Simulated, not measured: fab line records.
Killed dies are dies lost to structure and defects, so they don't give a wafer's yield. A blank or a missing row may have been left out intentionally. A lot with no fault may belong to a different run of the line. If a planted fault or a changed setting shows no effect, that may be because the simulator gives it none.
Chamber matching ; flow rit cmos ; RIT_GATE_ETCH_19 on rie si-02: 4 sister chambers
The step etches poly-Si in SF6/CHF3/O2, stops on SiO2, time 165 s, target depth 312.5 nm. 8 wafers are shown with their chamber, then 8 later ones without.

== WAFERS, EACH WITH ITS CHAMBER ==
wafer;chamber;drypump motor current A (A);throttle valve pct (%)
L705.4;3;5.8;10.10
L709.4;3;5.8;10.11
L713.1;2;5.9;10.16
L713.5;1;5.7;10.16
L721.2;1;5.7;10.17
L721.3;0;5.0;10.25
L721.6;0;5.0;10.25
L723.1;2;6.0;10.18

== WAFERS MISSING THEIR CHAMBER ==
wafer;drypump motor current A (A);throttle valve pct (%)
L723.2;5.7;10.19
L723.6;5.7;10.18
L725.2;5.7;10.17
L725.3;5.8;10.12
L725.4;5.9;10.18
L727.3;5.9;10.18
L727.4;5.9;10.11
L727.6;5.8;10.09

== THE CHAMBER EACH PASSED THROUGH ==
wafer;from the rows above;in truth
L723.2;1;1
L723.6;1;1
L725.2;1;1
L725.3;3;3
L725.4;2;2
L727.3;2;2
L727.4;3;3
L727.6;3;3
Correct placement for 8 of the 8. From these rows, 0 cannot be placed. Wrongly placed: 0.
How it was worked out, from the rows above alone: a wafer's distance from a chamber is the root of the sum, over the readings, of the square of ((its reading less the chamber's mean) divided by the reading's scatter). The wafer belongs to the nearest chamber; if the next one is less than 2 further off, it can't be placed. For every chamber, the mean is computed from those of its wafers that are shown. The scatter: the root of (the sum of the squares of (reading less its chamber's mean) over the shown wafers, divided by (wafers less chambers)).
